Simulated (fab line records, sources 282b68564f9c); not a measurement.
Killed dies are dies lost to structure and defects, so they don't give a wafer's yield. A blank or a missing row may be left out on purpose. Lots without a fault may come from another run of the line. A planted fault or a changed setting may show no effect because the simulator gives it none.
fab line records | flow rit_cmos
record lots=5 wafers=15 last_day=7
route steps=202 shown NSD@133 PSD@142 SDANNEAL@153
lots that met no fault: from a run of the same line without faults
start_h: hours from the record's first day to the start of the lot's first wafer shown | wait_h: hours since the lot's step before | " the same as in the row above | L1.1+2: a row that stands for several wafers | - no value, or no start given | * or withheld: withheld | < > ~ a bound
route shown NAME@n: a module of which the file shows steps, and the number in the route of the first | usual: mean/standard deviation of fault-free wafers | same: alike in all rows | chamber/n: place in a boat | sites: the reading at each site | _std_site: their standard deviation | _edge_site: outer sites' mean less inner sites' | radius_mm: how far each site lies from the wafer's centre | mask NAME#n: copy n | behind: the tool/chamber that last shaped the wafer | hold: why the lot was held/for how many hours/how that ended | device: the transistor (n, p or np) that didn't switch | end of line: the same wafers' tests at the end of the route | a step without rows: its recipe alone | killed: dies lost to structure and defects at the first sort, not the wafer's yield | map: a wafer's dies, x killed, . not, _ none there
set.NAME: the setting as run; set.NAME@STEP: as run at that earlier step | model.NAME: the simulator's own value behind a step, which no gauge read
lots at some steps of the route; a table a step, a row a wafer
services: from which hour (start_h, from the record's first day; less than 0 if before it) a tool's chamber was out of use, for how many hours, and why
## steps
# step RIT_NSD_SOFTBAKE_02
# recipe resist=NOVOLAK temp_c=90 time_s=60
# step RIT_NSD_EXPOSE_03
# recipe mask_id=M9 na=0.57 target_cd_nm=40700 dose_mj=250
# step RIT_NSD_PEB_04
# recipe resist=NOVOLAK temp_c=withheld time_s=withheld
# step RIT_NSD_DEVELOP_05
# recipe resist=NOVOLAK develop_time_s=50 dev_temp_c=23
# step RIT_NSD_OVL_MEAS_06
# usual NSD_OVL=-0.2/1.6
# columns lot.wafer tool chamber start_h wait_h NSD_OVL[nm]
L968.1 overlay-02 - 71.12 - 5.0
L968.5 " - " " 1.5
L968.6 " - " " 3.8
L970.1 overlay-01 - 78.00 - 3.4
L970.2 " - " " 0.7
L970.5 " - " " 2.0
L972.2 overlay-02 - 83.69 - -1.7
L972.3 " - " " 0.0
L972.5 " - " " -0.2
L982.1 overlay-02 - 132.89 - -0.8
L982.2 " - " " -2.8
L982.3 " - " " 0.0
L985.2 overlay-02 - 147.61 - 1.0
L985.4 " - " " -0.6
L985.5 " - " " -0.9
# step RIT_NSD_HARDBAKE_07
# recipe resist=NOVOLAK temp_c=140 time_s=60
# step RIT_NSD_IMPLANT_08
# recipe species=P energy_kev=25 dose_cm2=1e+15 tilt_deg=7
# step RIT_NSD_STRIP_09
# recipe chemistry=O2 time_s=180 resist=NOVOLAK platen_temp_c=withheld power_w=500 pressure_mtorr=4000 o2_flow_sccm=4000
# usual drypump_motor_current_A=5.9/0.6
# same time_s=180
# columns lot.wafer tool chamber start_h wait_h drypump_motor_current_A rf_hours_counter_h
L968.1 plasma_asher-04 0 71.46 0.1 6.6 28
L968.5 " 1 " " 5.7 -
L968.6 " 0 " " 6.6 -
L970.1 plasma_asher-01 1 78.53 0.1 6.3 43
L970.2 " 0 " " 6.3 43
L970.5 " 1 " " 6.3 -
L972.2 plasma_asher-04 1 84.05 0.1 5.7 30
L972.3 " 0 " " 6.6 -
L972.5 " 0 " " 6.6 -
L982.1 plasma_asher-04 1 133.22 0.1 5.7 36
L982.2 " 0 " " 6.6 36
L982.3 " 1 " " 5.7 -
L985.2 plasma_asher-01 1 147.94 0.1 6.4 3
L985.4 " 0 " " 6.3 -
L985.5 " 1 " " 6.4 -
# step RIT_NSD_TW_MEAS_10
# usual NSD_TW=3129/42
# columns lot.wafer tool chamber start_h wait_h NSD_TW
L968.1 film_metro-01 - 71.63 0.1 3110
L968.5 " - " " 3103
L968.6 " - " " 3102
L970.1 film_metro-03 - 78.71 0.1 3109
L970.2 " - " " 3099
L970.5 " - " " 3124
L972.2 film_metro-03 - 84.24 0.1 3114
L972.3 " - " " 3093
L972.5 " - " " 3101
L982.1 film_metro-03 - 133.40 0.1 3077
L982.2 " - " " 3065
L982.3 " - " " 3073
L985.2 film_metro-02 - 148.12 0.1 3186
L985.4 " - " " 3203
L985.5 " - " " 3188
# step RIT_PSD_HMDS_00
# recipe prime_time_s=60 prime_temp_c=140
# step RIT_PSD_COAT_01
# recipe resist=NOVOLAK spin_rpm=3250 resist_thk_nm=1000
# step RIT_PSD_SOFTBAKE_02
# recipe resist=NOVOLAK temp_c=90 time_s=60
# step RIT_PSD_EXPOSE_03
# recipe mask_id=M10 na=0.57 target_cd_nm=40900 dose_mj=250
# usual stage_vel_mm_s=499.99/0.26
# columns lot.wafer tool chamber start_h wait_h mask stage_vel_mm_s
L968.1 iline_stepper-02 0 72.29 0.1 M10#0 500.24
L968.5 " 0 " " M10#0 500.15
L968.6 " 0 " " M10#0 500.13
L970.1 iline_stepper-01 0 79.22 0.1 M10#0 500.04
L970.2 " 0 " " M10#0 500.27
L970.5 " 0 " " M10#0 500.27
L972.2 iline_stepper-01 0 85.00 0.1 M9#0 500.11
L972.3 " 0 " " M9#0 500.12
L972.5 " 0 " " M9#0 499.91
L982.1 iline_stepper-01 0 134.03 0.2 M10#0 499.94
L982.2 " 0 " " M10#0 499.97
L982.3 " 0 " " M10#0 500.09
L985.2 iline_stepper-01 0 148.64 0.1 M10#0 499.83
L985.4 " 0 " " M10#0 499.89
L985.5 " 0 " " M10#0 499.88
# step RIT_PSD_PEB_04
# recipe resist=NOVOLAK temp_c=withheld time_s=withheld
# step RIT_PSD_DEVELOP_05
# recipe resist=NOVOLAK develop_time_s=50 dev_temp_c=23
# step RIT_PSD_OVL_MEAS_06
# usual PSD_OVL=0.4/1.5
# columns lot.wafer tool chamber start_h wait_h PSD_OVL[nm]
L968.1 overlay-01 - 72.69 - -1.2
L968.5 " - " " 1.1
L968.6 " - " " -1.0
L970.1 overlay-02 - 79.62 - -1.6
L970.2 " - " " -1.0
L970.5 " - " " -1.0
L972.2 overlay-02 - 85.39 - -
L972.3 " - " " -
L972.5 " - " " -
L982.1 overlay-01 - 134.43 - 2.5
L982.2 " - " " 3.5
L982.3 " - " " 3.2
L985.2 overlay-01 - 149.03 - -0.1
L985.4 " - " " -1.1
L985.5 " - " " 1.0
# step RIT_PSD_HARDBAKE_07
# recipe resist=NOVOLAK temp_c=140 time_s=60
# step RIT_PSD_IMPLANT_08
# recipe species=BF2 energy_kev=27 dose_cm2=5e+15 tilt_deg=7
# step RIT_PSD_STRIP_09
# recipe chemistry=O2 time_s=180 resist=NOVOLAK platen_temp_c=withheld power_w=500 pressure_mtorr=4000 o2_flow_sccm=4000
# usual drypump_motor_current_A=5.8/0.62
# same time_s=180
# columns lot.wafer tool chamber start_h wait_h drypump_motor_current_A rf_hours_counter_h
L968.1 plasma_asher-02 1 73.02 0.1 5.0 42
L968.5 " 1 " " 5.0 -
L968.6 " 0 " " 5.3 -
L970.1 plasma_asher-02 1 79.96 0.1 5.0 43
L970.2 " 0 " " 5.3 43
L970.5 " 0 " " 5.3 -
L972.2 plasma_asher-01 0 85.84 0.1 6.3 44
L972.3 " 0 " " 6.4 -
L972.5 " 1 " " 6.3 -
L982.1 plasma_asher-02 0 134.77 0.1 5.3 49
L982.2 " 1 " " 5.0 49
L982.3 " 0 " " 5.3 -
L985.2 plasma_asher-02 1 149.36 0.1 5.0 51
L985.4 " 0 " " 5.3 -
L985.5 " 1 " " 5.0 -
# step RIT_PSD_TW_MEAS_10
# usual PSD_TW=3443/42
# columns lot.wafer tool chamber start_h wait_h PSD_TW
L968.1 film_metro-03 - 73.20 0.1 3422
L968.5 " - " " 3430
L968.6 " - " " 3405
L970.1 film_metro-03 - 80.13 0.1 3415
L970.2 " - " " 3396
L970.5 " - " " 3392
L972.2 film_metro-03 - 86.02 0.1 30
L972.3 " - " " 30
L972.5 " - " " 30
L982.1 film_metro-01 - 134.94 0.1 3470
L982.2 " - " " 3421
L982.3 " - " " 3440
L985.2 film_metro-03 - 149.54 0.1 3413
L985.4 " - " " 3404
L985.5 " - " " 3397
# step RIT_SDANNEAL_CLEAN_00
# recipe chemistry=SC1 mix=3:3:50 time_s=600 temp_c=75
## services
# columns tool chamber start_h hours kind
iline_stepper-02 0 48.47 - calibration
iline_stepper-02 - 63.82 2.4 repair
iline_stepper-01 - 69.80 1.7 pm
iline_stepper-02 - 106.40 6.0 repair
plasma_asher-01 - 108.75 9.0 pm
plasma_asher-01 0 108.75 9.0 vent_cycle
plasma_asher-01 1 108.75 9.0 vent_cycle
plasma_asher-01 0 117.75 - clean
plasma_asher-01 1 117.75 - clean
iline_stepper-01 0 122.01 - calibration
plasma_asher-02 - 147.75 0.7 repair
## key
first_sign step=RIT_PSD_EXPOSE_03 reading=mask direction=changed
effect step=RIT_PSD_OVL_MEAS_06 reading=PSD_OVL direction=missing
effect step=RIT_PSD_TW_MEAS_10 reading=PSD_TW direction=down sigmas=80 usual=3443 struck=30
met_at RIT_PSD_EXPOSE_03
struck_wafers L972.2,L972.3,L972.5
sort_left_out L972.2,L972.3,L972.5
tester_left_out L972
onset_between 79.22 85.00
fault kind=wrong_mask tool=any chamber=- onset_h=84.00 steps=RIT_PSD_EXPOSE_03 aux_copy=M9#0 scope=struck_lots_only
# tester_left_out: of these lots the tester's yield and bins aren't shown, on N5 and GAA mostly nor the transistor test; their killed dies are dies lost to structure and defects alone, not to doping, threshold or leakage, so they don't give the yield
# sort_left_out: the simulated sort isn't trusted on such a fault, so these wafers' sort isn't shown, and their yield isn't known
